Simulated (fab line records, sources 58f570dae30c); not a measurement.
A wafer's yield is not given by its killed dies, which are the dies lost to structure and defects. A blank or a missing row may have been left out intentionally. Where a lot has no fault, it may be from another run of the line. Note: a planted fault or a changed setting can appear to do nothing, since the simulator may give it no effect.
Which tool did it? :: flow berkeleyCmos170 :: Sampling: 13 lots, 39 wafers, 3 of 331 route steps

== WHAT THE GAUGES SHOWED, per wafer ==
UCB170_PWELL_OVL_MEAS_13.
lot: L317
measured: day 3 09:47
on: overlay-01
PWELL_OVL (nm): 0 6 8

lot: L320
measured: day 4 06:53
on: overlay-01
PWELL_OVL (nm): -2 0 -1

lot: L319
measured: day 4 07:05
on: overlay-02
PWELL_OVL (nm): -6 -7 0

lot: L321
measured: day 4 08:08
on: overlay-01
PWELL_OVL (nm): -1 0 -6

lot: L322
measured: day 4 08:25
on: overlay-02
PWELL_OVL (nm): 6 9 4

lot: L324
measured: day 4 13:53
on: overlay-01
PWELL_OVL (nm): 2 3 11

lot: L327
measured: day 5 06:11
on: overlay-02
PWELL_OVL (nm): -5 13 -2

lot: L329
measured: day 5 14:11
on: overlay-02
PWELL_OVL (nm): -1 -1 5

lot: L328
measured: day 5 14:13
on: overlay-02
PWELL_OVL (nm): 0 11 -6

lot: L336
measured: day 7 07:53
on: overlay-01
PWELL_OVL (nm): -6 4 -10

lot: L338
measured: day 8 03:06
on: overlay-02
PWELL_OVL (nm): 4 5 0

lot: L339
measured: day 8 03:22
on: overlay-02
PWELL_OVL (nm): -3 -3 -6

lot: L340
measured: day 8 12:56
on: overlay-02
PWELL_OVL (nm): -8 2 -3

UCB170_PVT_OVL_MEAS_06.
lot: L317
measured: day 6 15:55
on: overlay-02
PVT_OVL (nm): -1 -7 1

lot: L320
measured: day 7 02:14
on: overlay-01
PVT_OVL (nm): -12 -14 1

lot: L319
measured: day 7 01:58
on: overlay-02
PVT_OVL (nm): -7 -13 -17

lot: L321
measured: day 7 07:19
on: overlay-01
PVT_OVL (nm): -5 1 -12

lot: L322
measured: day 7 08:10
on: overlay-02
PVT_OVL (nm): -6 -3 -11

lot: L324
measured: day 7 23:12
on: overlay-01
PVT_OVL (nm): -6 -7 4

lot: L327
measured: day 8 18:07
on: overlay-01
PVT_OVL (nm): 1 0 2

lot: L329
measured: day 9 06:42
on: overlay-01
PVT_OVL (nm): -3 -10 -8

lot: L328
measured: day 9 06:07
on: overlay-01
PVT_OVL (nm): -3 -9 -12

lot: L336
measured: day 10 23:41
on: overlay-02
PVT_OVL (nm): -1 -3 -1

lot: L338
measured: day 11 15:37
on: overlay-01
PVT_OVL (nm): -6 -8 -6

lot: L339
measured: day 11 15:57
on: overlay-01
PVT_OVL (nm): -7 3 1

lot: L340
measured: day 12 02:33
on: overlay-01
PVT_OVL (nm): -8 3 -7

== WHAT TOOL EACH LOT RAN ON (gives the tool, then ch and the chambers of the sampled wafers, and finally the start) ==
lot: L317
UCB170_PWELL_STRIP_16: plasmaAsher-02 ch 0,1, day 3 10:05

lot: L320
UCB170_PWELL_STRIP_16: plasmaAsher-04 ch 0,1, day 4 07:10

lot: L319
UCB170_PWELL_STRIP_16: plasmaAsher-01 ch 0,1, day 4 07:22

lot: L321
UCB170_PWELL_STRIP_16: plasmaAsher-01 ch 0,1, day 4 08:25

lot: L322
UCB170_PWELL_STRIP_16: plasmaAsher-04 ch 0,1, day 4 08:43

lot: L324
UCB170_PWELL_STRIP_16: plasmaAsher-02 ch 0,1, day 4 14:12

lot: L327
UCB170_PWELL_STRIP_16: plasmaAsher-01 ch 0,1, day 5 06:30

lot: L329
UCB170_PWELL_STRIP_16: plasmaAsher-02 ch 0,1, day 5 14:29

lot: L328
UCB170_PWELL_STRIP_16: plasmaAsher-01 ch 0,1, day 5 14:32

lot: L336
UCB170_PWELL_STRIP_16: plasmaAsher-04 ch 0,1, day 7 08:11

lot: L338
UCB170_PWELL_STRIP_16: plasmaAsher-02 ch 0,1, day 8 03:23

lot: L339
UCB170_PWELL_STRIP_16: plasmaAsher-04 ch 0,1, day 8 03:48

lot: L340
UCB170_PWELL_STRIP_16: plasmaAsher-04 ch 0,1, day 8 13:13
- UCB170_PWELL_STRIP_16: strips in O2.

== WHAT THE TOOLS THEMSELVES READ (means of the sampled wafers that have a number; where no wafer has one, the mark that the record gives instead) ==
UCB170_PWELL_STRIP_16.
lot: L317
tool: plasmaAsher-02
chamberPressureMTorr (mTorr): 3502.1
drypumpMotorCurrentA (A): 5.8
oesProductAu (a.u.): 0.720
stripTimeToEndpointS (s): 18.08

lot: L320
tool: plasmaAsher-04
chamberPressureMTorr (mTorr): 3499.7
drypumpMotorCurrentA (A): 5.1
oesProductAu (a.u.): 0.719
stripTimeToEndpointS (s): 17.89

lot: L319
tool: plasmaAsher-01
chamberPressureMTorr (mTorr): 3497.1
drypumpMotorCurrentA (A): 5.6
oesProductAu (a.u.): 0.717
stripTimeToEndpointS (s): 18.07

lot: L321
tool: plasmaAsher-01
chamberPressureMTorr (mTorr): 3497.5
drypumpMotorCurrentA (A): 5.6
oesProductAu (a.u.): 0.718
stripTimeToEndpointS (s): 18.04

lot: L322
tool: plasmaAsher-04
chamberPressureMTorr (mTorr): 3502.0
drypumpMotorCurrentA (A): 5.1
oesProductAu (a.u.): 0.720
stripTimeToEndpointS (s): 18.04

lot: L324
tool: plasmaAsher-02
chamberPressureMTorr (mTorr): 3501.3
drypumpMotorCurrentA (A): 5.8
oesProductAu (a.u.): 0.722
stripTimeToEndpointS (s): 18.02

lot: L327
tool: plasmaAsher-01
chamberPressureMTorr (mTorr): 3501.0
drypumpMotorCurrentA (A): 5.9
oesProductAu (a.u.): 0.717
stripTimeToEndpointS (s): 17.96

lot: L329
tool: plasmaAsher-02
chamberPressureMTorr (mTorr): 3499.6
drypumpMotorCurrentA (A): 5.8
oesProductAu (a.u.): 0.721
stripTimeToEndpointS (s): 18.04

lot: L328
tool: plasmaAsher-01
chamberPressureMTorr (mTorr): 3501.5
drypumpMotorCurrentA (A): 5.9
oesProductAu (a.u.): 0.720
stripTimeToEndpointS (s): 17.92

lot: L336
tool: plasmaAsher-04
chamberPressureMTorr (mTorr): 3502.9
drypumpMotorCurrentA (A): 5.1
oesProductAu (a.u.): 0.717
stripTimeToEndpointS (s): 17.92

lot: L338
tool: plasmaAsher-02
chamberPressureMTorr (mTorr): 3500.0
drypumpMotorCurrentA (A): 5.5
oesProductAu (a.u.): 0.720
stripTimeToEndpointS (s): 18.02

lot: L339
tool: plasmaAsher-04
chamberPressureMTorr (mTorr): 3498.3
drypumpMotorCurrentA (A): 5.1
oesProductAu (a.u.): 0.719
stripTimeToEndpointS (s): 18.02

lot: L340
tool: plasmaAsher-04
chamberPressureMTorr (mTorr): 3500.7
drypumpMotorCurrentA (A): 5.1
oesProductAu (a.u.): 0.720
stripTimeToEndpointS (s): 18.01

== THE ANSWER, worked out from the rows above alone ==
Rule: usual is defined by the lots themselves. The widest of any qualifying gaps counts: lots, ordered by their means at a reading, are off when they make up no more than a third of the lots, leave a main group of 4 or more, and stand apart from it by 3 or more times the standard deviation of that group's means. A main group whose means are all the same, to the digits that the tables above print for the reading, isn't used. A lot without any number at a reading at which 4 lots or more have one is off too. Where the step has rows for the other lots, those lots are counted as sound. The gauges are gone through in route order, then the tools' own readings, and for those a lot's mean is taken as printed above. The first step at which some lot is off is used, and at that step the reading that is off furthest; a lot without a number counts as furthest.
Across all readings shown, no lot is off: no conclusion can be drawn from this.

== WHAT THE SIMULATOR HAD INSERTED ==
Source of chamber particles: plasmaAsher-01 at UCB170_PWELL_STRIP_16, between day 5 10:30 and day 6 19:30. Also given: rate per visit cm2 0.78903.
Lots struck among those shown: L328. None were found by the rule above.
